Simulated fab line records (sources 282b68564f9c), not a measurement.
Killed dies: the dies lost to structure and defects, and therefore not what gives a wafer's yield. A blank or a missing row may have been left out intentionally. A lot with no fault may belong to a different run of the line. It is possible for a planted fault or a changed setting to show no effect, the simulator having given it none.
fab line records + flow rit_cmos
record
- lots=6
- wafers=18
- last_day=8
route steps=202 shown FOX1@21 FOX2@23 NWELL@28
lots that met no fault: taken from a fault-free run of the same line
start_h: hours from the record's opening day to when the first of the lot's shown wafers began + wait_h: time in hours since the lot's previous step + " repeats the value in the row above + L1.1+2: one row covering several wafers at once + - value missing, or start not given + * or withheld: withheld + < > ~ a bound
route shown NAME@n: names a module that has steps shown in the file, with the first one's number in the route + usual: mean and standard deviation over wafers with no fault + same: alike in all rows + chamber/n: place in a boat + sites: the reading at each site + _std_site: standard deviation of those values + _edge_site: the outer-site mean with the inner-site mean subtracted + radius_mm: how far each site lies from the wafer's centre + mask NAME#n: copy n + behind: the tool/chamber that last shaped the wafer + hold: the reason the lot was held/the length of the hold in hours/how it ended + device: transistor that didn't switch, given as n, p or np + end of line: tests of these same wafers at the route's end + where a step has no rows: the recipe by itself + killed: at the first sort, the dies lost to defects and structure; wafer yield is something else + map: a wafer's dies, x killed, . not, _ none there
set.NAME: the setting the step ran with; set.NAME@STEP: the setting that earlier step ran with + model.NAME: the simulator's own value behind a step, which no gauge read
lots at selected steps of the route; one table per step, one row per wafer
## steps
# step RIT_FOX1_THK_MEAS_01
# recipe
- reads=SiO2_of_FOX1_OXIDATION_00
# usual
- FOX1_OXIDE_THK=351/6
| lot.wafer | tool          | chamber | start_h | wait_h | FOX1_OXIDE_THK[nm] |
|-----------|---------------|---------|---------|--------|--------------------|
| L451.1    | film_metro-01 | -       | 34.00   | 0.0    | 362                |
| L451.2    | "             | -       | "       | "      | 356                |
| L451.3    | "             | -       | "       | "      | 356                |
| L452.1    | film_metro-01 | -       | 37.87   | 0.0    | 352                |
| L452.3    | "             | -       | "       | "      | 349                |
| L452.4    | "             | -       | "       | "      | 356                |
| L468.2    | film_metro-01 | -       | 124.19  | 0.0    | 353                |
| L468.4    | "             | -       | "       | "      | 351                |
| L468.6    | "             | -       | "       | "      | 350                |
| L469.2    | film_metro-04 | -       | 124.19  | 0.0    | 347                |
| L469.5    | "             | -       | "       | "      | 340                |
| L469.6    | "             | -       | "       | "      | 345                |
| L470.2    | film_metro-03 | -       | 136.74  | 0.0    | 340                |
| L470.5    | "             | -       | "       | "      | 334                |
| L470.6    | "             | -       | "       | "      | 342                |
| L471.1    | film_metro-01 | -       | 141.30  | 0.0    | 348                |
| L471.2    | "             | -       | "       | "      | 344                |
| L471.6    | "             | -       | "       | "      | 344                |
# step RIT_FOX1_WET_ETCH_02
# recipe
- chemistry=BOE
- target_depth_nm=350
- time_s=390
- temp_c=21.5
- dry=n2_spin
- dilution=10:1
- target=SiO2
# step RIT_FOX2_OXIDATION_00
# recipe
- temp_c=1100
- ambient=H2O
- target_thk_a=3507
- p_h2o_torr=720
- ox_time_s=1130
# step RIT_FOX2_THK_MEAS_01
# recipe
- reads=SiO2_of_FOX2_OXIDATION_00
# usual
- FOX2_OXIDE_THK=351/5
| lot.wafer | tool          | chamber | start_h | wait_h | FOX2_OXIDE_THK[nm] |
|-----------|---------------|---------|---------|--------|--------------------|
| L451.1    | film_metro-02 | -       | 35.49   | 0.0    | 351                |
| L451.2    | "             | -       | "       | "      | 355                |
| L451.3    | "             | -       | "       | "      | 350                |
| L452.1    | film_metro-01 | -       | 39.36   | 0.0    | 349                |
| L452.3    | "             | -       | "       | "      | 356                |
| L452.4    | "             | -       | "       | "      | 352                |
| L468.2    | film_metro-01 | -       | 131.80  | 0.0    | 349                |
| L468.4    | "             | -       | "       | "      | 353                |
| L468.6    | "             | -       | "       | "      | 352                |
| L469.2    | film_metro-02 | -       | 131.80  | 0.0    | 349                |
| L469.5    | "             | -       | "       | "      | 346                |
| L469.6    | "             | -       | "       | "      | 349                |
| L471.1    | film_metro-04 | -       | 145.81  | 0.0    | 341                |
| L471.2    | "             | -       | "       | "      | 348                |
| L471.6    | "             | -       | "       | "      | 346                |
| L470.2    | film_metro-01 | -       | 145.82  | 0.0    | 341                |
| L470.5    | "             | -       | "       | "      | 339                |
| L470.6    | "             | -       | "       | "      | 341                |
# step RIT_FOX2_CLEAN_02
# recipe
- chemistry=dHF
- dilution=50:1
- time_s=180
# step RIT_FOX2_WET_ETCH_03
# recipe
- chemistry=H3PO4
- target=Si3N4
- target_depth_nm=195
- temp_c=165
- time_s=2700
# step RIT_FOX2_THK_MEAS_90
# recipe
- reads=SiO2_of_FOX2_OXIDATION_00
# usual
- FIELD_OXIDE_LEFT_1_THK=324/5
| lot.wafer | tool          | chamber | start_h | wait_h | FIELD_OXIDE_LEFT_1_THK[nm] |
|-----------|---------------|---------|---------|--------|----------------------------|
| L451.1    | film_metro-02 | -       | 36.37   | 0.0    | 323                        |
| L451.2    | "             | -       | "       | "      | 328                        |
| L451.3    | "             | -       | "       | "      | 322                        |
| L452.1    | film_metro-01 | -       | 40.23   | 0.0    | 322                        |
| L452.3    | "             | -       | "       | "      | 329                        |
| L452.4    | "             | -       | "       | "      | 325                        |
| L468.2    | film_metro-04 | -       | 132.75  | 0.0    | 321                        |
| L468.4    | "             | -       | "       | "      | 326                        |
| L468.6    | "             | -       | "       | "      | 325                        |
| L469.2    | film_metro-02 | -       | 132.75  | 0.0    | 321                        |
| L469.5    | "             | -       | "       | "      | 319                        |
| L469.6    | "             | -       | "       | "      | 322                        |
| L471.1    | film_metro-01 | -       | 146.69  | 0.0    | 315                        |
| L471.2    | "             | -       | "       | "      | 321                        |
| L471.6    | "             | -       | "       | "      | 319                        |
| L470.2    | film_metro-02 | -       | 146.70  | 0.0    | 314                        |
| L470.5    | "             | -       | "       | "      | 311                        |
| L470.6    | "             | -       | "       | "      | 314                        |
# step RIT_NWELL_HMDS_00
# recipe
- prime_time_s=60
- prime_temp_c=140
# step RIT_NWELL_COAT_01
# recipe
- resist=NOVOLAK
- spin_rpm=2000
- resist_thk_nm=1300
# step RIT_NWELL_SOFTBAKE_02
# recipe
- resist=NOVOLAK
- temp_c=90
- time_s=60
# step RIT_NWELL_EXPOSE_03
# recipe
- mask_id=M2
- na=0.57
- target_cd_nm=43900
- dose_mj=250
# step RIT_NWELL_PEB_04
# recipe
- resist=NOVOLAK
- temp_c=withheld
- time_s=withheld
# step RIT_NWELL_DEVELOP_05
# recipe
- resist=NOVOLAK
- develop_time_s=68
- dev_temp_c=23
# usual
- chill_plate_temp_C=23.01/0.099
- develop_time_s=68/0
- developer_temp_C=23.02/0.13
- resist_line_temp_C=22.99/0.1
| lot.wafer | tool           | chamber | start_h | wait_h | chill_plate_temp_C | develop_time_s | developer_temp_C | resist_line_temp_C |
|-----------|----------------|---------|---------|--------|--------------------|----------------|------------------|--------------------|
| L451.1    | litho_track-01 | 0       | 37      | -      | 23.04              | 68             | 22.99            | 23.11              |
| L451.2    | "              | 0       | "       | "      | 22.92              | 68             | 23.07            | 22.93              |
| L451.3    | "              | 0       | "       | "      | 23.01              | 68             | 22.95            | 23.03              |
| L452.1    | litho_track-04 | 0       | 41      | -      | 22.92              | 68             | 23.29            | 23.00              |
| L452.3    | "              | 0       | "       | "      | 23.03              | 68             | 23.02            | 23.08              |
| L452.4    | "              | 0       | "       | "      | 23.01              | 68             | 23.29            | 22.97              |
| L468.2    | litho_track-04 | -       | 133     | -      | -                  | -              | -                | -                  |
| L468.4    | "              | -       | "       | "      | -                  | -              | -                | -                  |
| L468.6    | "              | -       | "       | "      | -                  | -              | -                | -                  |
| L469.2    | litho_track-02 | -       | 133     | -      | -                  | -              | -                | -                  |
| L469.5    | "              | -       | 134     | -      | -                  | -              | -                | -                  |
| L469.6    | "              | -       | "       | "      | -                  | -              | -                | -                  |
| L470.2    | litho_track-04 | 0       | 147     | -      | 23.15              | 68             | 22.95            | 23.07              |
| L470.5    | "              | 0       | "       | "      | 23.08              | 68             | 22.86            | 23.06              |
| L470.6    | "              | 0       | "       | "      | 23.09              | 68             | 22.93            | 23.11              |
| L471.1    | litho_track-02 | 0       | 148     | -      | 22.97              | 68             | 22.88            | 22.92              |
| L471.2    | "              | 0       | "       | "      | 22.87              | 68             | 23.10            | 22.83              |
| L471.6    | "              | 0       | "       | "      | 22.73              | 68             | 22.90            | 22.87              |
# step RIT_NWELL_OVL_MEAS_06
# usual
- NWELL_OVL=0.7/1.6
| lot.wafer | tool       | chamber | start_h | wait_h | NWELL_OVL[nm] |
|-----------|------------|---------|---------|--------|---------------|
| L451.1    | overlay-01 | -       | 37.31   | -      | 3.9           |
| L451.2    | "          | -       | "       | "      | 3.0           |
| L451.3    | "          | -       | "       | "      | 3.2           |
| L452.1    | overlay-02 | -       | 41.17   | -      | 1.4           |
| L452.3    | "          | -       | "       | "      | 1.1           |
| L452.4    | "          | -       | "       | "      | 0.6           |
| L468.2    | overlay-02 | -       | 133.82  | -      | -             |
| L468.4    | "          | -       | "       | "      | -             |
| L468.6    | "          | -       | "       | "      | -             |
| L469.2    | overlay-02 | -       | 134.11  | -      | -             |
| L469.5    | "          | -       | "       | "      | -             |
| L469.6    | "          | -       | "       | "      | -             |
| L470.2    | overlay-01 | -       | 147.76  | -      | 1.3           |
| L470.5    | "          | -       | "       | "      | 1.7           |
| L470.6    | "          | -       | "       | "      | -1.3          |
| L471.1    | overlay-01 | -       | 148.31  | -      | 2.1           |
| L471.2    | "          | -       | "       | "      | -0.3          |
| L471.6    | "          | -       | "       | "      | -0.5          |
## key
first_sign
- step=RIT_NWELL_DEVELOP_05
- reading=tool_record
- direction=missing
effect none on later readings
met_at RIT_NWELL_DEVELOP_05
struck_wafers L468.2,L468.4,L468.6,L469.2,L469.5,L469.6
sort_left_out L468.2,L468.4,L468.6,L469.2,L469.5,L469.6
tester_left_out L468,L469
onset_between 41 133
fault
- kind=skipped_step_whole
- tool=litho_track-02,litho_track-04
- chamber=-
- onset_h=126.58
- steps=RIT_NWELL_DEVELOP_05
- scope=struck_lots_only
# tester_left_out: of these lots the tester's yield and bins aren't shown, on N5 and GAA mostly nor the transistor test; their killed dies are dies lost to structure and defects alone, not to doping, threshold or leakage, so they don't give the yield
# sort_left_out: the simulated sort isn't trusted on such a fault, so these wafers' sort isn't shown, and their yield isn't known
